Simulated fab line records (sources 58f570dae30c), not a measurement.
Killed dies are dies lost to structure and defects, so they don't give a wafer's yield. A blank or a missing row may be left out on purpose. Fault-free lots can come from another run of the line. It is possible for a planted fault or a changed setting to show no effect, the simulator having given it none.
Lot-split experiment + flow berkeley_cmos170 + route with 331 steps; 5 lots, 23 wafers read

== THE SPLIT ==
At UCB170_GATE_CVD_04 (deposits poly-Si from SiH4, time 1440 s, target thk 214 nm), the setting sih4_flow_sccm was moved away from the recipe's 120 sccm on 20 of the 23 wafers read, by -5.4% to +13.1%. This setting was run at the recipe's value on the other wafers.

Between the split and the reading, the file records no step.

== THE READING ==
At UCB170_GATE_THK_MEAS_05: GATE_POLY_THK, given in nm. Typical for fault-free wafers on this fab line: 215.4 nm, with standard deviation 2.1 nm.

| wafer  | tool, chamber at the split | sih4_flow_sccm as run, sccm | against the recipe | GATE_POLY_THK, nm | against lot-mates on the recipe |
|--------|----------------------------|-----------------------------|--------------------|-------------------|---------------------------------|
| L078.3 | lpcvd-02, 1                | 120                         | recipe             | 214.1             | -                               |
| L078.4 | lpcvd-02, 1                | 120                         | recipe             | 215.2             | -                               |
| L078.5 | lpcvd-02, 1                | 120                         | recipe             | 214.6             | -                               |
| L079.1 | -, -                       | 128.1                       | +6.7%              | 228.5             | no lot-mate on the recipe       |
| L079.2 | -, -                       | 128.1                       | +6.7%              | 228.9             | no lot-mate on the recipe       |
| L079.3 | -, -                       | 128.1                       | +6.7%              | 228.6             | no lot-mate on the recipe       |
| L079.4 | -, -                       | 128.1                       | +6.7%              | 229.1             | no lot-mate on the recipe       |
| L079.6 | -, -                       | 128.1                       | +6.7%              | 229.1             | no lot-mate on the recipe       |
| L080.1 | -, -                       | 113.5                       | -5.4%              | 202.3             | no lot-mate on the recipe       |
| L080.2 | -, -                       | 113.5                       | -5.4%              | 201.4             | no lot-mate on the recipe       |
| L080.3 | -, -                       | 113.5                       | -5.4%              | 204.1             | no lot-mate on the recipe       |
| L080.4 | -, -                       | 113.5                       | -5.4%              | 201.5             | no lot-mate on the recipe       |
| L080.6 | -, -                       | 113.5                       | -5.4%              | 200.6             | no lot-mate on the recipe       |
| L085.1 | -, -                       | 135.7                       | +13.1%             | 244.0             | no lot-mate on the recipe       |
| L085.2 | -, -                       | 135.7                       | +13.1%             | 245.2             | no lot-mate on the recipe       |
| L085.3 | -, -                       | 135.7                       | +13.1%             | 246.3             | no lot-mate on the recipe       |
| L085.5 | -, -                       | 135.7                       | +13.1%             | 243.6             | no lot-mate on the recipe       |
| L085.6 | -, -                       | 135.7                       | +13.1%             | 243.7             | no lot-mate on the recipe       |
| L082.1 | -, -                       | 133                         | +10.8%             | 241.0             | no lot-mate on the recipe       |
| L082.2 | -, -                       | 133                         | +10.8%             | 241.8             | no lot-mate on the recipe       |
| L082.3 | -, -                       | 133                         | +10.8%             | 242.3             | no lot-mate on the recipe       |
| L082.4 | -, -                       | 133                         | +10.8%             | 241.3             | no lot-mate on the recipe       |
| L082.6 | -, -                       | 133                         | +10.8%             | 241.1             | no lot-mate on the recipe       |

THE FIT
A straight line over all 23 wafers: GATE_POLY_THK changes by +2.34 nm for each +1% of sih4_flow_sccm; r = +1.00; the points scatter about the line by 1.4 nm.
Too few moved wafers have a lot-mate on the recipe to fit a line with each lot's own level taken away.

== THE WHOLE CHAIN: every reading that the file lists as answering this split, in the file's order ==
| step                    | what it does                                                                 | reading                                                                        | change (the file's fit)              | r (the file's) |
|-------------------------|------------------------------------------------------------------------------|--------------------------------------------------------------------------------|--------------------------------------|----------------|
| UCB170_GATE_CVD_04      | deposits poly-Si from SiH4, time 1440 s, target thk 214 nm                   | poly-Si_of_GATE_CVD_04.thk_nm (the simulator's own value, which no gauge read) | +2.34 nm for each +1% of the setting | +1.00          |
| UCB170_GATE_THK_MEAS_05 |                                                                              | GATE_POLY_THK                                                                  | +2.34 for each +1% of the setting    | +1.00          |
| UCB170_GATE_ETCH_15     | etches poly-Si in HBr/Cl2, stops on SiO2, time 56.3 s, target depth 278.2 nm | etch.depth_nm (the simulator's own value, which no gauge read)                 | +2.33 nm for each +1% of the setting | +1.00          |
| UCB170_GATE_ETCH_15     | etches poly-Si in HBr/Cl2, stops on SiO2, time 56.3 s, target depth 278.2 nm | GATE.feature_depth_nm (the simulator's own value, which no gauge read)         | +2.34 nm for each +1% of the setting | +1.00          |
| UCB170_NLDD_STRIP_10    | strips in O2                                                                 | poly-Si_of_GATE_CVD_04.thk_nm (the simulator's own value, which no gauge read) | +2.35 nm for each +1% of the setting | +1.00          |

== THE FILE'S OWN FIT ==
GATE_POLY_THK changes by +2.34 nm for each +1% of sih4_flow_sccm, r = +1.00.
